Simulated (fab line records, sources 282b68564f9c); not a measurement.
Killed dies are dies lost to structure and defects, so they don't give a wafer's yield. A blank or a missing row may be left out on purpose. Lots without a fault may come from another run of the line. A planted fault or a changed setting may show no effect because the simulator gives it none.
Split-lot experiment | flow rit_cmos | 5 lots, 23 wafers read, on a route of 202 steps

THE SPLIT
At RIT_ACTIVE_ETCH_13 (etches Si3N4 in SF6, stops on SiO2, time 210 s, target depth 210 nm), the setting rf_w was moved away from the recipe's 125 W on 9 of the 23 wafers read, by -7.0% to +9.8%. The other wafers ran this setting at the recipe's value.

The reading is taken at the split's own step.

THE READING
NOVOLAK_of_ACTIVE_COAT_06.thk_nm (the simulator's own value, which no gauge read), in nm, at RIT_ACTIVE_ETCH_13 (etches Si3N4 in SF6, stops on SiO2, time 210 s, target depth 210 nm). The file gives no usual value for it. The 14 wafers here that ran the recipe average 646.2 nm, standard deviation 3.5 nm.

wafer  | tool, chamber at the split | rf_w as run, W | against the recipe | NOVOLAK_of_ACTIVE_COAT_06.thk_nm, nm | against lot-mates on the recipe
L074.1 | rie_diel-04, 1             | 125            | recipe             | 642.7                                | -
L074.2 | rie_diel-04, 0             | 137.2          | +9.8%              | 631.4                                | -15.3
L074.4 | rie_diel-04, 2             | 137.2          | +9.8%              | 622.7                                | -24.0
L074.5 | rie_diel-04, 1             | 125            | recipe             | 644                                  | -
L074.6 | rie_diel-04, 0             | 125            | recipe             | 653.5                                | -
L075.1 | rie_diel-02, 1             | 116.2          | -7.0%              | 663.4                                | +16.8
L075.2 | rie_diel-02, 3             | 116.2          | -7.0%              | 657.4                                | +10.8
L075.4 | rie_diel-02, 2             | 116.2          | -7.0%              | 655.5                                | +8.9
L075.5 | rie_diel-02, 0             | 125            | recipe             | 647                                  | -
L075.6 | rie_diel-02, 1             | 125            | recipe             | 646.2                                | -
L081.1 | rie_diel-02, 1             | 125            | recipe             | 649.7                                | -
L081.2 | rie_diel-02, 2             | 134.9          | +7.9%              | 629.6                                | -17.3
L081.3 | rie_diel-02, 3             | 134.9          | +7.9%              | 624.6                                | -22.3
L081.5 | rie_diel-02, 2             | 125            | recipe             | 646.6                                | -
L081.6 | rie_diel-02, 3             | 125            | recipe             | 644.5                                | -
L082.1 | rie_diel-03, 1             | 120            | -4.0%              | 657.2                                | +10.3
L082.2 | rie_diel-03, 2             | 125            | recipe             | 644.5                                | -
L082.3 | rie_diel-03, 0             | 125            | recipe             | 643.2                                | -
L082.4 | rie_diel-03, 3             | 125            | recipe             | 652.9                                | -
L082.5 | rie_diel-03, 1             | 120            | -4.0%              | 654.5                                | +7.6
L085.1 | rie_diel-03, 1             | 125            | recipe             | 644.7                                | -
L085.2 | rie_diel-03, 0             | 125            | recipe             | 641.3                                | -
L085.4 | rie_diel-03, 3             | 125            | recipe             | 646.3                                | -

THE FIT
A straight line over all 23 wafers: NOVOLAK_of_ACTIVE_COAT_06.thk_nm changes by -2.05 nm for each +1% of rf_w; r = -0.94; the points scatter about the line by 3.7 nm.
The same after taking each lot's own level away (the mean of its wafers on the recipe; 23 wafers): -2.06 nm for each +1%; r = -0.94; scatter 3.6 nm.
On that fit, the largest move of rf_w shifts the reading by 20 nm.
The lots' own levels span 644.10 to 646.93 nm, that is 0.8 times the standard deviation above.
So the lot-to-lot level changes the slope little: the two slopes agree.
Check: with one of the wafers moved furthest among these (+9.8%) left out of the fit, the line predicts -22.2 nm for it against its lot-mates. It came out at -15.3 nm against them.

THE FILE'S OWN FIT
NOVOLAK_of_ACTIVE_COAT_06.thk_nm changes by -2.11 nm for each +1% of rf_w, r = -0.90.
